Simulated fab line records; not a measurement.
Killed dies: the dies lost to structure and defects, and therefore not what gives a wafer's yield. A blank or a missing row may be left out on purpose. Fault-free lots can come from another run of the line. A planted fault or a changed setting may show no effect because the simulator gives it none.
A struck lot beside a sound one || flow rit-cmos || 35 steps out of a route of 202
Sound: the wafers L630.1, L630.2, L630.4. Wafers struck: L628.2, L628.3, L628.6. The cause is named last.
At each step with rows: each side's tool, then ch and its chambers, then its first start. Under that, the readings that differ: sound wafers || struck wafers || difference of the means || sigmas: that difference in standard deviations of wafers without a fault.
alike: readings whose means differ by less than 2 such deviations, and words and numbers that are the same on both sides. not compared: withheld readings, readings that some wafer has no value for, bounds like >300 that may hide the same value, and numbers for which the record gives no deviation and whose values overlap.
Wherever a step has rows on one side only, a row that says differs or no value, or a row with sigmas, the two part there. When numbers do not overlap yet have no deviation, they are printed without sigmas and do not part them. A reading that every wafer of one side lacks parts them only if that side has two wafers or more.

first, 3 steps without rows for these wafers: RIT_PWELL_EXPOSE_03 (exposes mask M3, target cd 43700 nm); RIT_PWELL_PEB_04; RIT_PWELL_DEVELOP_05 (develop time 68 s).
RIT_PWELL_OVL_MEAS_06:
  sound on overlay-02 at day 5 13:44; struck on overlay-02 at day 5 02:26
  alike: PWELL_OVL
then, 2 steps without rows for these wafers: RIT_PWELL_HARDBAKE_07 (time 120 s); RIT_PWELL_IMPLANT_08.
RIT_PWELL_STRIP_09: strips in O2, time 180 s.
  sound on plasma-asher-04 ch 0,1, day 5 14:17; struck on plasma-asher-03 ch 0,1, day 5 02:52
  alike: drypump-motor-current-A, rf-refl-power-W
  not compared: rf-hours-counter-h
RIT_PWELL_TW_MEAS_10:
  sound on film-metro-04 at day 5 14:28; struck on film-metro-03 at day 5 03:03
{"reading": "PWELL_TW", "sound": "929 937 927", "struck": "966 962 965", "difference": "+33", "sigmas": "+3"}
then, 1 step without rows for these wafers: RIT_WELLDRIVE_ANNEAL_00 (time 14700 s).
RIT_WELLDRIVE_RS_MEAS_01: measures by four-point-probe.
  sound on film-metro-02 at day 5 19:37; struck on film-metro-03 at day 5 08:12
  alike: NWELL_RS
RIT_WELLDRIVE_RS_MEAS_02: measures by four-point-probe.
  sound on film-metro-02 at day 5 19:44; struck on film-metro-03 at day 5 08:19
  alike: PWELL_RS
then, 1 step without rows for these wafers: RIT_NRETRO_HMDS_00 (prime time 60 s).
RIT_NRETRO_COAT_01: resist thk 1300 nm.
  sound on litho-track-03 ch 0, day 5 20:00; struck on litho-track-02, day 5 08:36
  no value came back on the struck wafers for chill-plate-temp-C (C), dispense-pressure-kPa (kPa); on the sound wafers chill-plate-temp-C (C) reads 23.04 23.06 23.07
then, 4 steps without rows for these wafers: RIT_NRETRO_SOFTBAKE_02 (time 60 s); RIT_NRETRO_EXPOSE_03 (exposes mask M4, target cd 43900 nm); RIT_NRETRO_PEB_04; RIT_NRETRO_DEVELOP_05 (develop time 68 s).
RIT_NRETRO_OVL_MEAS_06:
  sound on overlay-02 at day 5 20:59; struck on overlay-02 at day 5 09:26
{"reading": "NRETRO_OVL (nm)", "sound": "-3.2 -0.6 -0.8", "struck": "- - -", "difference": "no value on the struck wafers", "sigmas": ""}
then, 2 steps without rows for these wafers: RIT_NRETRO_HARDBAKE_07 (time 120 s); RIT_NRETRO_IMPLANT_08.
RIT_NRETRO_STRIP_09: strips in O2, time 180 s.
  sound on plasma-asher-03 ch 0,1, day 5 21:29; struck on plasma-asher-03 ch 1, day 5 09:52
  alike: drypump-motor-current-A, rf-refl-power-W
  not compared: rf-hours-counter-h
RIT_NRETRO_TW_MEAS_10:
  sound on film-metro-04 at day 5 21:40; struck on film-metro-04 at day 5 10:03
  alike: NRETRO_TW
then, 6 steps without rows for these wafers: RIT_PRETRO_HMDS_00 (prime time 60 s); RIT_PRETRO_COAT_01 (resist thk 1300 nm); RIT_PRETRO_SOFTBAKE_02 (time 60 s); RIT_PRETRO_EXPOSE_03 (exposes mask M5, target cd 43700 nm); RIT_PRETRO_PEB_04; RIT_PRETRO_DEVELOP_05 (develop time 68 s).
RIT_PRETRO_OVL_MEAS_06:
  sound on overlay-02 at day 5 22:44; struck on overlay-01 at day 5 11:07
  alike: PRETRO_OVL
then, 2 steps without rows for these wafers: RIT_PRETRO_HARDBAKE_07 (time 120 s); RIT_PRETRO_IMPLANT_08.
RIT_PRETRO_STRIP_09: strips in O2, time 180 s.
  sound on plasma-asher-03 ch 0,1, day 5 23:17; struck on plasma-asher-02 ch 0,1, day 5 11:32
  alike: drypump-motor-current-A, rf-refl-power-W
  not compared: rf-hours-counter-h
RIT_PRETRO_TW_MEAS_10:
  sound on film-metro-01 at day 5 23:28; struck on film-metro-01 at day 5 11:43
{"reading": "PRETRO_TW", "sound": "482 482 482", "struck": "1094 1097 1089", "difference": "+611", "sigmas": "+99"}
then, 1 step without rows for these wafers: RIT_GATE_WET_ETCH_00 (etches SiO2 in BOE, target depth 56 nm, time 60 s).
RIT_M1_PROBE_99:
  record: rows for the struck wafers here (prober-01, day 6 15:47), none for the sound ones

== WHERE THEY PART ==
Last at RIT_M1_PROBE_99 as far as this record goes, first at RIT_PWELL_TW_MEAS_10.

WHY: whatever the simulator had introduced
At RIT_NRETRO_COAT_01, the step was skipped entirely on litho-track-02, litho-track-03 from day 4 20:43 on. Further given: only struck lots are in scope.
